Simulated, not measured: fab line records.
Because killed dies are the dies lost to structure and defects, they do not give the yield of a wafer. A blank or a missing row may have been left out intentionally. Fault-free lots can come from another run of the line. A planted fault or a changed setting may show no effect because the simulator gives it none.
fab line records	flow rit_cmos
[record] lots = 14	wafers = 42	last_day = 7
route steps=202 shown NRETRO@56
lots with no fault: from the same line, run without faults
start_h: the number of hours between the record's first day and the start of the first shown wafer of the lot	wait_h: hours elapsed since this lot's preceding step	" as in the row above	L1.1+2: a single row standing in for several wafers	- either no value or no given start	* or withheld: withheld	< > ~ a bound
route shown NAME@n: names a module that has steps shown in the file, with the first one's number in the route	usual: mean and standard deviation over wafers with no fault	same: alike in all rows	chamber/n: place in a boat	sites: each site's reading	_std_site: standard deviation of those values	_edge_site: mean of outer sites minus mean of inner sites	radius_mm: how far each site lies from the wafer's centre	mask NAME#n: copy n	behind: tool/chamber where the wafer was last shaped	hold: what put the lot on hold/how long, in hours/how the hold closed	device: which transistor (n, p or np) failed to switch	end of line: tests of these same wafers at the route's end	step lacking rows: just its recipe	killed: at the first sort, the dies lost to defects and structure; wafer yield is something else	map: the dies of a wafer, with x for killed, . for not killed, _ for no die there
set.NAME: the run value of the setting; set.NAME@STEP: its run value at that earlier step	model.NAME: the simulator's own value behind a step, which no gauge read
the route's steps for a sample of lots (tables are steps, rows are wafers)
services: a tool's chamber out of use, with start hour (start_h, from the record's first day; less than 0 if before it), hours out, and reason
[[steps]]
[step RIT_NRETRO_EXPOSE_03]
[recipe] mask_id = M4	na = 0.57	target_cd_nm = 43900	dose_mj = 250
[usual] exposure_dose_mJ_cm2 = 250.00/0.24	focus_offset_nm = 0.0/0.52
lot.wafer	tool	chamber	start_h	wait_h	mask	exposure_dose_mJ_cm2	focus_offset_nm
L894.1	iline_stepper-01	0	37.95	0.2	M4#0	249.96	-0.4
L894.2	"	0	"	"	M4#0	249.51	-0.7
L894.5	"	0	"	"	M4#0	249.96	-0.5
L895.2	iline_stepper-02	0	39.92	0.3	M4#0	249.83	-0.1
L895.3	"	0	"	"	M4#0	250.41	0.3
L895.6	"	0	"	"	M4#0	250.02	-0.1
L896.1	iline_stepper-02	0	46.38	0.1	M4#0	249.95	0.4
L896.5	"	0	"	"	M4#0	250.24	0.0
L896.6	"	0	"	"	M4#0	249.94	0.6
L899.2	iline_stepper-01	-	61.11	0.2	M4#0	-	-
L899.3	"	-	"	"	M4#0	-	-
L899.6	"	-	"	"	M4#0	-	-
L900.3	iline_stepper-01	-	66.09	0.1	M4#0	-	-
L900.5	"	-	"	"	M4#0	-	-
L900.6	"	-	"	"	M4#0	-	-
L906.2	iline_stepper-02	0	97.45	0.2	M4#0	249.95	1.0
L906.4	"	0	"	"	M4#0	249.73	-0.1
L906.6	"	0	"	"	M4#0	250.04	0.3
L907.2	iline_stepper-02	0	102.05	0.1	M4#0	249.90	0.5
L907.3	"	0	"	"	M4#0	249.96	1.1
L907.5	"	0	"	"	M4#0	249.94	0.1
L908.3	iline_stepper-02	0	107.15	0.1	M4#0	250.15	0.8
L908.4	"	0	"	"	M4#0	250.24	-0.6
L908.5	"	0	"	"	M4#0	250.14	0.0
L909.2	iline_stepper-01	0	111.46	0.2	M4#0	249.98	-0.2
L909.3	"	0	"	"	M4#0	250.40	-1.0
L909.6	"	0	"	"	M4#0	249.78	-0.8
L910.2	iline_stepper-01	0	118.96	0.1	M4#0	250.04	0.1
L910.5	"	0	"	"	M4#0	250.15	0.0
L910.6	"	0	"	"	M4#0	250.18	-0.6
L911.1	iline_stepper-02	0	123.49	0.2	M4#0	250.32	0.3
L911.3	"	0	"	"	M4#0	249.83	0.3
L911.4	"	0	"	"	M4#0	250.31	0.7
L912.2	iline_stepper-01	0	126.33	0.2	M4#0	249.94	0.7
L912.3	"	0	"	"	M4#0	250.19	0.7
L912.4	"	0	"	"	M4#0	249.92	-0.4
L914.1	iline_stepper-01	0	138.96	0.2	M4#0	249.71	0.0
L914.4	"	0	"	"	M4#0	249.86	-0.5
L914.5	"	0	"	"	M4#0	249.40	-0.4
L916.2	iline_stepper-02	0	146.03	0.2	M4#0	250.09	-0.2
L916.4	"	0	"	"	M4#0	249.74	0.9
L916.6	"	0	"	"	M4#0	249.64	0.9
[[services]]
tool	chamber	start_h	hours	kind
iline_stepper-01	0	20.04	-	calibration
iline_stepper-01	-	33.67	3.2	repair
iline_stepper-01	-	107.45	1.7	pm
[[key]]
[first_sign] step = RIT_NRETRO_EXPOSE_03	reading = tool_record	direction = missing
effect none on later readings
met_at RIT_NRETRO_EXPOSE_03
struck_lots L899,L900
sort_left_out L899.2,L899.3,L899.6,L900.3,L900.5,L900.6
tester_left_out L899,L900
onset_between 37.95 61.11
[fault] kind = skipped_step_whole	tool = iline_stepper-01	chamber = -	onset_h = 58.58	steps = RIT_NRETRO_EXPOSE_03	scope = struck_lots_only
// tester_left_out: of these lots the tester's yield and bins aren't shown, on N5 and GAA mostly nor the transistor test; their killed dies are dies lost to structure and defects alone, not to doping, threshold or leakage, so they don't give the yield
// sort_left_out: the simulated sort isn't trusted on such a fault, so these wafers' sort isn't shown, and their yield isn't known
